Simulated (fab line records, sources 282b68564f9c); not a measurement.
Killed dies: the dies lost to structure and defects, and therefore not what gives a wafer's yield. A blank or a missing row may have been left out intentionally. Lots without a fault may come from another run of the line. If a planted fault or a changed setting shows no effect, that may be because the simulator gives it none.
Comparing a struck lot with a sound one :: flow rit cmos :: 30 steps out of a route of 202
Sound: the wafers L670.3, L670.4, L670.6. Struck: wafers L682.3, L682.4, L682.5. The cause is named last.
At each step with rows: each side's tool, then ch and its chambers, then its first start. Under that, the readings that differ: sound wafers :: struck wafers :: difference of the means :: sigmas: that difference in standard deviations of wafers without a fault.
alike: words and numbers the same on both sides, and readings whose means are apart by under 2 such deviations; not compared: readings that were withheld, readings missing a value for some wafer, numbers with overlapping values and no deviation given by the record, and bounds like >300 which may hide the same value.
Wherever a step has rows on one side only, a row that says differs or no value, or a row with sigmas, the two part there. Non-overlapping numbers with no deviation appear without sigmas and do not part them. A reading that every wafer of one side lacks parts them only if that side has two wafers or more.

RIT_FOX2_THK_MEAS_01:
  sound on film metro-04, day 2 00:05; struck on film metro-02, day 4 12:25
  alike: FOX2_OXIDE_THK
then, 2 steps without rows for these wafers: RIT_FOX2_CLEAN_02 (cleans in dHF, time 180 s); RIT_FOX2_WET_ETCH_03 (etches Si3N4 in H3PO4, target depth 195 nm, time 2762 s).
RIT_FOX2_THK_MEAS_90:
  sound on film metro-04, day 2 00:58; struck on film metro-02, day 4 13:21
  alike: FIELD_OXIDE_LEFT_1_THK
then, 6 steps without rows for these wafers: RIT_NWELL_HMDS_00 (prime time 60 s); RIT_NWELL_COAT_01 (resist thk 1300 nm); RIT_NWELL_SOFTBAKE_02 (time 60 s); RIT_NWELL_EXPOSE_03 (exposes mask M2, target cd 43900 nm); RIT_NWELL_PEB_04; RIT_NWELL_DEVELOP_05 (develop time 68 s).
RIT_NWELL_OVL_MEAS_06:
  sound on overlay-01, day 2 01:55; struck on overlay-01, day 4 14:25
  alike: NWELL_OVL
then, 1 step without rows for these wafers: RIT_NWELL_HARDBAKE_07 (time 120 s).
RIT_NWELL_IMPLANT_08:
  sound on implanter-01 ch 0, day 2 02:22; struck on implanter-04 ch 0, day 4 14:44
reading: beam on s (s)
sound: 10.29 10.02 10.12
struck: 8.04 8.44 7.80
difference: -2.05
sigmas: -10

reading: faraday current uA
sound: 154 159 157
struck: 197 187 203
difference: +39
sigmas: +12
RIT_NWELL_STRIP_09: strips in O2, time 180 s.
  sound on plasma asher-04 ch 0,1, day 2 02:31; struck on plasma asher-03 ch 0,1, day 4 14:53
  alike: drypump motor current A
  not compared: rf hours counter h
RIT_NWELL_TW_MEAS_10:
  sound on film metro-04, day 2 02:39; struck on film metro-03, day 4 15:02
reading: NWELL_TW
sound: 2190 2179 2179
struck: 2013 2017 2003
difference: -172
sigmas: -8
then, 6 steps without rows for these wafers: RIT_PWELL_HMDS_00 (prime time 60 s); RIT_PWELL_COAT_01 (resist thk 1300 nm); RIT_PWELL_SOFTBAKE_02 (time 60 s); RIT_PWELL_EXPOSE_03 (exposes mask M3, target cd 43700 nm); RIT_PWELL_PEB_04; RIT_PWELL_DEVELOP_05 (develop time 68 s).
RIT_PWELL_OVL_MEAS_06:
  sound on overlay-02, day 2 03:43; struck on overlay-01, day 4 15:58
  alike: PWELL_OVL
then, 2 steps without rows for these wafers: RIT_PWELL_HARDBAKE_07 (time 120 s); RIT_PWELL_IMPLANT_08.
RIT_PWELL_STRIP_09: strips in O2, time 180 s.
  sound on plasma asher-01 ch 0,1, day 2 04:11; struck on plasma asher-02 ch 0,1, day 4 16:32
  alike: drypump motor current A
  not compared: rf hours counter h
RIT_PWELL_TW_MEAS_10:
  sound on film metro-03, day 2 04:20; struck on film metro-03, day 4 16:41
  alike: PWELL_TW
then, 1 step without rows for these wafers: RIT_WELLDRIVE_ANNEAL_00 (time 14700 s).
RIT_WELLDRIVE_RS_MEAS_01: uses a four-point probe to measure.
  sound on film metro-03, day 2 10:16; struck on film metro-04, day 4 22:36
reading: NWELL_RS (ohm/sq)
sound: 276.9 276.5 276.0
struck: 316.0 316.7 316.2
difference: +39.8
sigmas: +59
RIT_WELLDRIVE_RS_MEAS_02: uses a four-point probe to measure.
  sound on film metro-03, day 2 10:23; struck on film metro-04, day 4 22:43
  alike: PWELL_RS
RIT_M1_PROBE_99:
  sound on prober-02, day 3 18:00; struck on prober-02, day 6 03:35
reading: model.etest.pmos_0p3.r on ohm um
sound: 6124 6288 6174
struck: 6095 5974 6039
difference: -159
sigmas: 

reading: model.etest.nwell pinched.rs ohm sq
sound: 340.5 340.1 328.4
struck: 384.1 390.3 379.8
difference: +48.4
sigmas: 

reading: model.etest.well edge left.line ohm um
sound: 183 184.5 181.2
struck: 213.6 209.3 215.4
difference: +29.9
sigmas: 

reading: model.etest.well edge right.line ohm um
sound: 184 184.3 182.4
struck: 211.8 212.4 213.9
difference: +29.1
sigmas: 

reading: model.etest.pmos_0p3.drive ua um
sound: 104.3 100.4 101.6
struck: 106.9 109.2 107.5
difference: +5.8
sigmas: 

reading: model.etest.pmos narrow.drive ua um
sound: 105.5 101.4 101.3
struck: 108.9 109.8 107.7
difference: +6.1
sigmas: 

reading: model.etest.field p metal.vt v (V)
sound: -29.23 -29.4 -29.84
struck: -26.4 -26.08 -26.73
difference: +3.1
sigmas: 

reading: model.etest.field p.vt v (V)
sound: -12.62 -12.67 -12.6
struck: -11.25 -11.35 -11.39
difference: +1.30
sigmas: 
  alike: killed at front end, killed dies, killed open, killed short

## WHERE THEY PART
Earliest at RIT_NWELL_IMPLANT_08; latest, in this record, at RIT_WELLDRIVE_RS_MEAS_01. Later steps at which nothing parts them and some readings are alike: RIT_WELLDRIVE_RS_MEAS_02, RIT_M1_PROBE_99.

WHY: whatever the simulator had introduced
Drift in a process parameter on implanter-04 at RIT_NWELL_IMPLANT_08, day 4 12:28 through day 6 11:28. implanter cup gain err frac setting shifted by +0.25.
